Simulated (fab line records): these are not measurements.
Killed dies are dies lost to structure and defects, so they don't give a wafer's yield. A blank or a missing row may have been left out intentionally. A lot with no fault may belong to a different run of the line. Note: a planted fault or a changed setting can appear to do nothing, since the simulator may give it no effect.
Which tool did it? || flow rit cmos || 14 lots, 42 wafers sampled, at 3 steps of a route of 202

WHAT THE GAUGES SHOWED, per wafer
RIT_PWELL_TW_MEAS_10.
{"lot": "L793", "measured": "day 2 00:33", "on": "film metro-04", "PWELL_TW": "955 957 963"}
{"lot": "L794", "measured": "day 2 04:15", "on": "film metro-02", "PWELL_TW": "956 959 964"}
{"lot": "L798", "measured": "day 3 00:53", "on": "film metro-04", "PWELL_TW": "968 965 967"}
{"lot": "L800", "measured": "day 3 09:21", "on": "film metro-01", "PWELL_TW": "943 936 939"}
{"lot": "L801", "measured": "day 3 14:49", "on": "film metro-02", "PWELL_TW": "960 958 954"}
{"lot": "L802", "measured": "day 3 19:28", "on": "film metro-02", "PWELL_TW": "962 962 954"}
{"lot": "L803", "measured": "day 4 01:11", "on": "film metro-01", "PWELL_TW": "936 939 939"}
{"lot": "L805", "measured": "day 4 11:59", "on": "film metro-01", "PWELL_TW": "936 935 936"}
{"lot": "L806", "measured": "day 4 17:37", "on": "film metro-04", "PWELL_TW": "968 966 963"}
{"lot": "L807", "measured": "day 5 00:49", "on": "film metro-04", "PWELL_TW": "1209 1210 1204"}
{"lot": "L808", "measured": "day 5 01:50", "on": "film metro-01", "PWELL_TW": "1174 1171 1168"}
{"lot": "L809", "measured": "day 5 06:39", "on": "film metro-04", "PWELL_TW": "961 967 959"}
{"lot": "L810", "measured": "day 5 12:31", "on": "film metro-04", "PWELL_TW": "962 962 969"}
{"lot": "L812", "measured": "day 5 21:52", "on": "film metro-01", "PWELL_TW": "947 950 949"}

RIT_WELLDRIVE_RS_MEAS_02: measures by four-point-probe.
{"lot": "L793", "measured": "day 2 05:49", "on": "film metro-04", "PWELL_RS (ohm/sq)": "430.1 429.4 428.6"}
{"lot": "L794", "measured": "day 2 09:31", "on": "film metro-04", "PWELL_RS (ohm/sq)": "429.2 428.8 429.1"}
{"lot": "L798", "measured": "day 3 06:10", "on": "film metro-02", "PWELL_RS (ohm/sq)": "426.7 427.2 427.2"}
{"lot": "L800", "measured": "day 3 14:38", "on": "film metro-01", "PWELL_RS (ohm/sq)": "430.3 430.0 430.0"}
{"lot": "L801", "measured": "day 3 20:05", "on": "film metro-04", "PWELL_RS (ohm/sq)": "427.1 427.8 428.0"}
{"lot": "L802", "measured": "day 4 00:46", "on": "film metro-02", "PWELL_RS (ohm/sq)": "428.3 427.9 427.7"}
{"lot": "L803", "measured": "day 4 06:37", "on": "film metro-02", "PWELL_RS (ohm/sq)": "427.9 429.2 429.1"}
{"lot": "L805", "measured": "day 4 17:15", "on": "film metro-02", "PWELL_RS (ohm/sq)": "428.5 428.6 427.9"}
{"lot": "L806", "measured": "day 4 22:54", "on": "film metro-02", "PWELL_RS (ohm/sq)": "429.9 428.8 429.3"}
{"lot": "L807", "measured": "day 5 06:05", "on": "film metro-04", "PWELL_RS (ohm/sq)": "280.0 279.1 280.1"}
{"lot": "L808", "measured": "day 5 07:12", "on": "film metro-02", "PWELL_RS (ohm/sq)": "281.3 281.4 281.0"}
{"lot": "L809", "measured": "day 5 11:55", "on": "film metro-02", "PWELL_RS (ohm/sq)": "430.4 430.0 430.8"}
{"lot": "L810", "measured": "day 5 17:47", "on": "film metro-01", "PWELL_RS (ohm/sq)": "431.4 429.5 431.5"}
{"lot": "L812", "measured": "day 6 03:07", "on": "film metro-02", "PWELL_RS (ohm/sq)": "429.4 429.6 427.8"}

WHAT TOOL EACH LOT RAN ON (gives the tool, then ch and the chambers of the sampled wafers, and finally the start)
{"lot": "L793", "RIT_PWELL_IMPLANT_08": "implanter-01 ch 0, day 2 00:14"}
{"lot": "L794", "RIT_PWELL_IMPLANT_08": "implanter-03 ch 0, day 2 03:56"}
{"lot": "L798", "RIT_PWELL_IMPLANT_08": "implanter-03 ch 0, day 3 00:35"}
{"lot": "L800", "RIT_PWELL_IMPLANT_08": "implanter-01 ch 0, day 3 09:03"}
{"lot": "L801", "RIT_PWELL_IMPLANT_08": "implanter-01 ch 0, day 3 14:30"}
{"lot": "L802", "RIT_PWELL_IMPLANT_08": "implanter-01 ch 0, day 3 19:11"}
{"lot": "L803", "RIT_PWELL_IMPLANT_08": "implanter-02 ch 0, day 4 00:53"}
{"lot": "L805", "RIT_PWELL_IMPLANT_08": "implanter-01 ch 0, day 4 11:40"}
{"lot": "L806", "RIT_PWELL_IMPLANT_08": "implanter-01 ch 0, day 4 17:19"}
{"lot": "L807", "RIT_PWELL_IMPLANT_08": "implanter-03 ch 0, day 5 00:00"}
{"lot": "L808", "RIT_PWELL_IMPLANT_08": "implanter-03 ch 0, day 5 01:12"}
{"lot": "L809", "RIT_PWELL_IMPLANT_08": "implanter-02 ch 0, day 5 06:20"}
{"lot": "L810", "RIT_PWELL_IMPLANT_08": "implanter-02 ch 0, day 5 12:12"}
{"lot": "L812", "RIT_PWELL_IMPLANT_08": "implanter-01 ch 0, day 5 21:24"}
- RIT_PWELL_IMPLANT_08

WHAT THE TOOLS THEMSELVES READ (means of the sampled wafers that have a number; where no wafer has one, the mark that the record gives instead)
RIT_PWELL_IMPLANT_08.
{"lot": "L793", "tool": "implanter-01", "end station pressure torr (Torr)": 5.41e-06}
{"lot": "L794", "tool": "implanter-03", "end station pressure torr (Torr)": 5.17e-06}
{"lot": "L798", "tool": "implanter-03", "end station pressure torr (Torr)": 5.35e-06}
{"lot": "L800", "tool": "implanter-01", "end station pressure torr (Torr)": 5.32e-06}
{"lot": "L801", "tool": "implanter-01", "end station pressure torr (Torr)": 5.04e-06}
{"lot": "L802", "tool": "implanter-01", "end station pressure torr (Torr)": 5.08e-06}
{"lot": "L803", "tool": "implanter-02", "end station pressure torr (Torr)": 5.51e-06}
{"lot": "L805", "tool": "implanter-01", "end station pressure torr (Torr)": 5.05e-06}
{"lot": "L806", "tool": "implanter-01", "end station pressure torr (Torr)": 5.04e-06}
{"lot": "L807", "tool": "implanter-03", "end station pressure torr (Torr)": 5.31e-06}
{"lot": "L808", "tool": "implanter-03", "end station pressure torr (Torr)": 5.16e-06}
{"lot": "L809", "tool": "implanter-02", "end station pressure torr (Torr)": 4.94e-06}
{"lot": "L810", "tool": "implanter-02", "end station pressure torr (Torr)": 5.28e-06}
{"lot": "L812", "tool": "implanter-01", "end station pressure torr (Torr)": 5.51e-06}

THE ANSWER, worked out from the rows above alone
Rule: the usual values come from the lots themselves. Put in order of their means at a reading, lots are off if they are a third of the lots or fewer, leave a main group of 4 or more, and stand apart from it by a gap of 3 or more times the standard deviation of the main group's means; of several such gaps the widest counts. Not used: any main group whose means are identical at the precision the tables above print for the reading. A lot without any number at a reading at which 4 lots or more have one is off too. All remaining lots with rows at the step are treated as sound. The gauges are gone through in route order, then the tools' own readings, and for those a lot's mean is taken as printed above. At the first step where some lot is off, the reading lying furthest off is the one used; lots without a number count as furthest.
Off: L807, L808, seen at RIT_PWELL_TW_MEAS_10 (PWELL_TW). The main group: mean 955, standard deviation 11.
A tool fits if, at a process step before that reading, it ran every lot that is off, and no sound lot after the first of them. Those tools and the gauges at RIT_PWELL_TW_MEAS_10 are tried in the same way. One fits: RIT_PWELL_IMPLANT_08 on implanter-03. Its last sound lot is L798 (day 3 00:35), its first lot that is off L807 (day 5 00:00): a fault that began between those two fits.

WHAT THE SIMULATOR HAD INSERTED
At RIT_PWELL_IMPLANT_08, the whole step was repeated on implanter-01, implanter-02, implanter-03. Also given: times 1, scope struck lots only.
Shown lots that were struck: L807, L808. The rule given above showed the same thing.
